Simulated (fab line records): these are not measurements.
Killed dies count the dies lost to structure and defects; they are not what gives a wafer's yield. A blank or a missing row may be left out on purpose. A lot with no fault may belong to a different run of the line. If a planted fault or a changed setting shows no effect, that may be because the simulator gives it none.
fab line records	flow berkeleyCmos170
[record] lots = 11	wafers = 33	lastDay = 12
route steps=331 shown START@1 ZERO@12 ACTIVE@65 CONTACT@222
lots with no fault: from the same line, run without faults
startH: start of the lot's first displayed wafer, in hours after the record's first day	waitH: hours from the lot's prior step to this one	" as in the row above	L1.1+2: several wafers, shown together as one row	- no value present, or no start provided	* or withheld: withheld	< > ~ a bound
route shown NAME@n: names a module that has steps shown in the file, with the first one's number in the route	usual: average and standard deviation across the fault-free wafers	same: alike in all rows	chamber/n: place in a boat	sites: the reading at each site	_std_site: the values' standard deviation	_edge_site: the outer-site mean with the inner-site mean subtracted	radiusMm: how far each site lies from the wafer's centre	mask NAME#n: copy n	behind: the last tool/chamber to shape the wafer	hold: reason for holding the lot/hours on hold/outcome of the hold	device: the n, p or np transistor that did not switch	end of line: tests of these same wafers at the route's end	for a step that has no rows: nothing shown but its recipe	killed: dies lost to structure and defects at the first sort, not the wafer's yield	map: shows each die of a wafer: x if killed, . if not, _ if none is there
set.NAME: setting as actually run; set.NAME@STEP: the setting as run at that earlier step	model.NAME: the simulator's own value behind a step, which no gauge read
a sample of lots followed through the steps of the route, with each step as a table and each wafer as a row
services: when a tool's chamber went out of use (startH, in hours from the record's first day, below 0 if earlier), for how many hours, and the reason
[[steps]]
[step UCB170_START_BOW_MEAS_00]
[recipe] mode = bow
[usual] INCOMING_BOW = 0/6.1
lot.wafer	tool	chamber	startH	waitH	INCOMING_BOW[um]
L529.1	filmMetro-02	-	10.00	-	-2
L529.4	"	-	"	"	-2
L529.6	"	-	"	"	6
L530.1	filmMetro-03	-	15.00	-	5
L530.2	"	-	"	"	-4
L530.4	"	-	"	"	7
L531.1	filmMetro-02	-	20.00	-	10
L531.3	"	-	"	"	-7
L531.5	"	-	"	"	-1
L532.1	filmMetro-03	-	25.02	-	9
L532.5	"	-	"	"	-4
L532.6	"	-	"	"	-11
L533.1	filmMetro-02	-	30.00	-	-4
L533.3	"	-	"	"	-2
L533.6	"	-	"	"	-6
L534.1	filmMetro-03	-	35.03	-	8
L534.3	"	-	"	"	0
L534.5	"	-	"	"	6
L535.2	filmMetro-04	-	40.02	-	-10
L535.3	"	-	"	"	-7
L535.5	"	-	"	"	-10
L538.4	filmMetro-04	-	55.06	-	-4
L538.5	"	-	"	"	1
L538.6	"	-	"	"	5
L539.2	filmMetro-04	-	60.02	-	-1
L539.4	"	-	"	"	4
L539.6	"	-	"	"	-6
L541.2	filmMetro-03	-	70.02	-	-5
L541.4	"	-	"	"	6
L541.5	"	-	"	"	-3
L552.1	filmMetro-02	-	125.00	-	8
L552.4	"	-	"	"	-6
L552.5	"	-	"	"	-8
[step UCB170_ZERO_ETCH_06]
[recipe] chemistry = CHF3/CF4/Ar	target = SiO2	timeS = 12	pressureMtorr = 100	rfW = 500	CHF3_flow_sccm = 50	cf4FlowSccm = 10	Ar_flow_sccm = 120	overEtchFrac = 1.58
[usual] drypumpMotorCurrentA = 5.8/0.51	oesProductAu = 0.621/0.01	rfFwdPowerW = 490.3/3	throttleValvePct = 9.20/0.089
[same] overEtchFrac = 1.58
lot.wafer	tool	chamber	startH	waitH	drypumpMotorCurrentA	oesProductAu	rfFwdPowerW	rfHoursCounterH	throttleValvePct
L529.1	rieDiel-03	0	21.13	-	6.5	0.608	488.5	116	9.30
L529.4	"	2	"	"	6.6	0.623	485.9	54	9.22
L529.6	"	1	"	"	6.0	0.616	488.8	-	9.26
L530.1	rieDiel-04	1	25.42	-	4.9	0.620	492.3	158	9.11
L530.2	"	0	"	"	5.7	0.620	493.5	9	9.30
L530.4	"	2	"	"	5.4	0.628	487.8	155	9.03
L531.1	rieDiel-03	1	30.63	-	5.9	0.617	492.7	4	9.27
L531.3	"	2	"	"	6.6	0.614	487.2	54	9.21
L531.5	"	0	"	"	6.4	0.612	488.5	-	9.30
L532.1	rieDiel-02	0	34.34	-	5.3	0.606	489.4	101	9.18
L532.5	"	2	"	"	4.7	0.616	488.4	-	9.22
L532.6	"	3	"	"	5.6	0.624	496.2	-	9.19
L533.1	rieDiel-04	0	40.02	-	5.7	0.624	494.6	9	9.29
L533.3	"	3	"	"	6.0	0.603	493.9	80	9.17
L533.6	"	3	"	"	6.0	0.608	493.1	-	9.17
L534.1	rieDiel-04	3	46.54	-	6.0	0.604	491.3	81	9.17
L534.3	"	2	"	"	5.4	0.628	487.6	156	9.02
L534.5	"	3	"	"	6.0	0.609	493.8	-	9.19
L535.2	rieDiel-03	3	49.65	-	6.1	0.632	489.2	25	9.23
L535.3	"	2	"	"	6.5	0.612	488.3	55	9.23
L535.5	"	2	"	"	6.6	0.614	487.0	-	9.20
L538.4	rieDiel-03	0	66.12	-	6.4	0.616	487.4	118	9.29
L538.5	"	1	"	"	6.0	0.622	490.1	-	9.26
L538.6	"	2	"	"	6.5	0.623	489.5	-	9.23
L539.2	rieDiel-03	2	68.04	-	6.6	0.622	490.0	55	9.22
L539.4	"	0	"	"	6.4	0.607	489.1	118	9.30
L539.6	"	2	"	"	6.6	0.622	488.6	-	9.22
L541.2	rieDiel-03	0	79.82	-	6.4	0.615	488.8	119	9.31
L541.4	"	3	"	"	6.2	0.641	488.3	27	9.22
L541.5	"	2	"	"	6.6	0.607	490.4	-	9.23
L552.1	rieDiel-04	0	134.48	-	5.7	0.627	496.2	14	9.31
L552.4	"	0	"	"	5.7	0.625	496.1	-	9.31
L552.5	"	2	"	"	5.4	0.630	489.4	-	9.01
[step UCB170_ACTIVE_CVD_05]
[recipe] material = Si3N4	targetThkNm = 220	tempC = 800	precursor = SiH2Cl2/NH3	timeS = 3300	pressureMtorr = 200	sih2cl2FlowSccm = 25	nh3FlowSccm = 75
lot.wafer	tool	chamber	startH	waitH
L529.1+4+6	lpcvd-01	0	72.29	0.0
L530.1+2+4	lpcvd-02	0	81.24	0.7
L531.1+3+5	lpcvd-01	1	92.50	1.1
L532.1+5+6	lpcvd-01	1	92.50	1.1
L533.1+3+6	lpcvd-02	0	97.75	0.0
L534.1+3+5	lpcvd-02	0	108.19	0.0
L535.2+3+5	lpcvd-02	1	108.19	0.0
L538.4+5+6	lpcvd-01	0	122.64	0.0
L539.2+4+6	lpcvd-01	0	130.12	0.7
L541.2+4+5	lpcvd-02	1	140.57	0.0
L552.1+4+5	lpcvd-02	1	197.61	0.0
[step UCB170_ACTIVE_THK_MEAS_06]
[recipe] reads = Si3N4_of_ACTIVE_CVD_05
[usual] ACTIVE_NITRIDE_THK = 220.4/1.7
lot.wafer	tool	chamber	startH	waitH	hold	ACTIVE_NITRIDE_THK[nm]
L529.1	filmMetro-02	-	74.20	0.0	-	222.9
L529.4	"	-	"	"	-	223.3
L529.6	"	-	"	"	-	224.8
L530.1	filmMetro-03	-	83.15	0.0	-	219.0
L530.2	"	-	"	"	-	220.1
L530.4	"	-	"	"	-	220.9
L531.1	filmMetro-04	-	94.42	0.0	-	219.3
L531.3	"	-	"	"	-	219.5
L531.5	"	-	"	"	-	221.0
L532.1	filmMetro-03	-	94.42	0.0	-	218.3
L532.5	"	-	"	"	-	219.5
L532.6	"	-	"	"	-	220.1
L533.1	filmMetro-04	-	99.67	0.0	-	221.5
L533.3	"	-	"	"	-	222.1
L533.6	"	-	"	"	-	221.9
L534.1	filmMetro-03	-	111.07	0.0	-	218.8
L534.3	"	-	"	"	-	218.6
L534.5	"	-	"	"	-	217.6
L535.2	filmMetro-02	-	111.08	0.0	-	221.0
L535.3	"	-	"	"	-	220.8
L535.5	"	-	"	"	-	221.8
L538.4	filmMetro-04	-	124.59	0.0	-	223.5
L538.5	"	-	"	"	-	223.4
L538.6	"	-	"	"	-	221.1
L539.2	filmMetro-02	-	132.05	0.0	awaitDispo/0.2h/release	231.8
L539.4	"	-	"	"	awaitDispo/0.2h/release	232.9
L539.6	"	-	"	"	awaitDispo/0.2h/release	230.9
L539.2	filmMetro-02	-	132.27	0.2	-	231.6
L539.4	"	-	"	"	-	233.0
L539.6	"	-	"	"	-	230.9
L541.2	filmMetro-02	-	142.50	0.0	-	219.6
L541.4	"	-	"	"	-	218.0
L541.5	"	-	"	"	-	218.3
L552.1	filmMetro-03	-	199.59	0.1	-	221.1
L552.4	"	-	"	"	-	221.6
L552.5	"	-	"	"	-	220.8
[step UCB170_CONTACT_STRIP_06]
[recipe] chemistry = O2	powerW = 400	pressureMtorr = 3500	platenTempC = withheld	o2FlowSccm = 400	overashFraction = 0.5
[usual] drypumpMotorCurrentA = 5.5/0.42	oesProductAu = 0.735/0.0049	stripTimeToEndpointS = 21.96/0.063
lot.wafer	tool	chamber	startH	waitH	drypumpMotorCurrentA	oesProductAu	rfHoursCounterH	stripTimeToEndpointS
L529.1	plasmaAsher-02	0	137.34	0.1	4.9	0.734	39	21.93
L529.4	"	1	"	"	5.1	0.745	-	21.92
L529.6	"	1	"	"	5.2	0.740	-	21.93
L530.1	plasmaAsher-01	0	153.07	0.1	5.4	0.737	45	21.95
L530.2	"	1	"	"	5.8	0.731	45	21.96
L530.4	"	1	"	"	5.8	0.729	-	21.86
L531.1	plasmaAsher-01	0	165.53	0.1	5.4	0.727	46	21.90
L531.3	"	1	"	"	5.8	0.743	-	21.94
L531.5	"	1	"	"	5.8	0.734	-	21.95
L532.1	plasmaAsher-01	0	167.31	0.1	5.4	0.732	46	21.84
L532.5	"	0	"	"	5.4	0.742	-	21.75
L532.6	"	1	"	"	5.8	0.732	-	21.78
L533.1	plasmaAsher-02	0	167.31	0.1	4.9	0.742	42	22.01
L533.3	"	0	"	"	4.9	0.739	-	21.99
L533.6	"	0	"	"	4.9	0.736	-	21.99
L535.2	plasmaAsher-04	0	184.80	0.1	6.2	0.729	9	22.03
L535.3	"	0	"	"	6.2	0.734	-	21.98
L535.5	"	1	"	"	5.8	0.727	-	22.03
L534.1	plasmaAsher-02	1	185.61	0.1	5.2	0.739	45	21.90
L534.3	"	0	"	"	4.9	0.741	-	22.02
L534.5	"	1	"	"	5.2	0.735	-	21.98
L538.4	plasmaAsher-04	0	194.03	0.1	6.2	0.730	-	22.01
L538.5	"	1	"	"	5.8	0.742	-	22.01
L538.6	"	0	"	"	6.2	0.739	-	22.01
L539.2	plasmaAsher-01	1	203.30	0.1	5.8	0.737	47	22.03
L539.4	"	1	"	"	5.8	0.730	-	22.06
L539.6	"	0	"	"	5.3	0.743	-	22.01
L541.2	plasmaAsher-04	1	210.47	0.1	5.8	0.732	12	21.95
L541.4	"	0	"	"	6.2	0.735	-	21.94
L541.5	"	1	"	"	5.8	0.741	-	21.97
L552.1	plasmaAsher-02	1	260.08	0.1	5.1	0.735	54	21.99
L552.4	"	0	"	"	4.9	0.737	-	22.02
L552.5	"	1	"	"	5.1	0.733	-	22.05
[[services]]
tool	chamber	startH	hours	kind
rieDiel-02	2	-1.72	6.0	repair
rieDiel-02	1	1.57	4.7	repair
rieDiel-04	-	48.61	2.8	pm
rieDiel-04	1	62.70	11.3	repair
rieDiel-04	2	74.40	12.1	repair
rieDiel-02	3	80.45	3.7	repair
rieDiel-03	2	84.03	2.3	repair
plasmaAsher-04	-	108.84	9.0	pm
rieDiel-04	3	120.45	9.8	repair
rieDiel-04	1	130.21	-	clean
rieDiel-04	1	130.21	21.7	scheduledDown
rieDiel-04	1	130.21	21.7	ventCycle
plasmaAsher-02	-	143.36	2.8	pm
rieDiel-04	2	151.92	-	clean
rieDiel-04	2	151.92	18.8	scheduledDown
rieDiel-04	2	151.92	18.8	ventCycle
rieDiel-02	2	170.21	5.9	repair
plasmaAsher-02	-	174.93	0.5	repair
rieDiel-02	-	184.64	0.7	repair
rieDiel-02	-	209.49	2.8	pm
lpcvd-01	-	236.66	2.8	pm
plasmaAsher-01	-	240.03	2.6	repair
rieDiel-04	2	240.14	12.7	repair
rieDiel-03	0	253.56	4.2	repair
[[key]]
[firstSign] step = UCB170_ACTIVE_THK_MEAS_06	reading = visit	direction = added
[effect] step = UCB170_ACTIVE_THK_MEAS_06	reading = ACTIVE_NITRIDE_THK	direction = up	sigmas = 6.6	usual = 220.4	struck = 231.8
metAt UCB170_ACTIVE_CVD_05
struckLots L539
struckWafers L539.2,L539.4,L539.6
sortLeftOut L539.2,L539.4,L539.6
testerLeftOut L539
notActingAt UCB170_START_BOW_MEAS_00,UCB170_ZERO_ETCH_06,UCB170_CONTACT_STRIP_06
onsetBetween 122.64 130.12
[fault] kind = processParameterDrift	tool = lpcvd-01	chamber = 0	onsetH = 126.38	steps = UCB170_ACTIVE_CVD_05	channel = timeS	offset = *	shape = step	endH = 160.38	actsIn = *	stated = *
// testerLeftOut: of these lots the tester's yield and bins aren't shown, on N5 and GAA mostly nor the transistor test; their killed dies are dies lost to structure and defects alone, not to doping, threshold or leakage, so they don't give the yield
// sortLeftOut: the simulated sort isn't trusted on such a fault, so these wafers' sort isn't shown, and their yield isn't known
